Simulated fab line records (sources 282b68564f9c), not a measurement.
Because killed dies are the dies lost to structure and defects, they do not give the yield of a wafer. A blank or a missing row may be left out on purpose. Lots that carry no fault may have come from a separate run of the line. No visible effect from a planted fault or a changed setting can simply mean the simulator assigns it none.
Comparing a struck lot with a sound one | flow rit-cmos | 15 out of 202 route steps
Sound: wafers L780.1, L780.2, L780.5. Struck: wafers L792.2, L792.3, L792.4. The cause comes at the end.
For every step that has rows: the tool of each side, followed by ch and its chambers, followed by its first start. Under that, the readings that differ: sound wafers | struck wafers | difference of the means | sigmas: that difference in standard deviations of wafers without a fault.
alike: same words and numbers on both sides, and readings whose means sit less than 2 such deviations apart. not compared: any withheld reading, any reading some wafer has no value for, any bound like >300 that may hide the same value, and any number with overlapping values for which the record gives no deviation.
A row with sigmas, a row that says differs or no value, or rows on one side alone: a step with any of these is where the two part. Numbers that don't overlap but have no deviation are shown without sigmas and don't part them. Lack of a reading on every wafer of one side parts them only where that side has two or more wafers.

RIT_NLDD_TW_MEAS_10:
  sound: film-metro-01 at day 4 21:23; struck: film-metro-03 at day 7 08:14
  alike: NLDD_TW
then, 6 steps without rows for these wafers: RIT_PLDD_HMDS_00 (prime time 60 s); RIT_PLDD_COAT_01 (resist thk 1000 nm); RIT_PLDD_SOFTBAKE_02 (time 60 s); RIT_PLDD_EXPOSE_03 (exposes mask M8, target cd 40900 nm); RIT_PLDD_PEB_04; RIT_PLDD_DEVELOP_05 (develop time 50 s).
RIT_PLDD_OVL_MEAS_06:
  sound: overlay-02 at day 4 22:26; struck: overlay-01 at day 7 09:16
  alike: PLDD_OVL
then, 2 steps without rows for these wafers: RIT_PLDD_HARDBAKE_07 (time 60 s); RIT_PLDD_IMPLANT_08.
RIT_PLDD_STRIP_09: strips in O2, time 180 s.
  sound on plasma-asher-02 ch 0,1, day 4 22:46; struck on plasma-asher-02 ch 0,1, day 7 09:36
  alike: drypump-motor-current-A
  not compared: rf-hours-counter-h
RIT_PLDD_TW_MEAS_10:
  sound: film-metro-01 at day 4 22:56; struck: film-metro-01 at day 7 09:47
  alike: PLDD_TW
RIT_SPACER_CLEAN_00: cleans in SC1, time 600 s.
  sound on wet-bench-03 ch 1, day 4 23:00; struck on wet-bench-03 ch 3, day 7 09:50
  reading          | sound             | struck            | difference | sigmas
  run-length-s (s) | 624.4 624.4 624.4 | 722.3 722.3 722.3 | +97.9      | +33
  alike: temp-c
then, 1 step without rows for these wafers: RIT_SPACER_CLEAN_01 (cleans in dHF, time 30 s).
RIT_M1_PROBE_99:
  sound: prober-01 at day 5 13:11; struck: prober-02 at day 7 23:34
  alike: killed-at-contacts, killed-at-front-end, killed-dies, killed-open, killed-short

WHERE THEY PART
Within this record, at RIT_SPACER_CLEAN_00 only. Later steps at which nothing parts them and some readings are alike: RIT_M1_PROBE_99.

WHY: what had been put in by the simulator
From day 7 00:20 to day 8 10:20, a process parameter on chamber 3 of wet-bench-03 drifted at RIT_SPACER_CLEAN_00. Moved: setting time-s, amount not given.
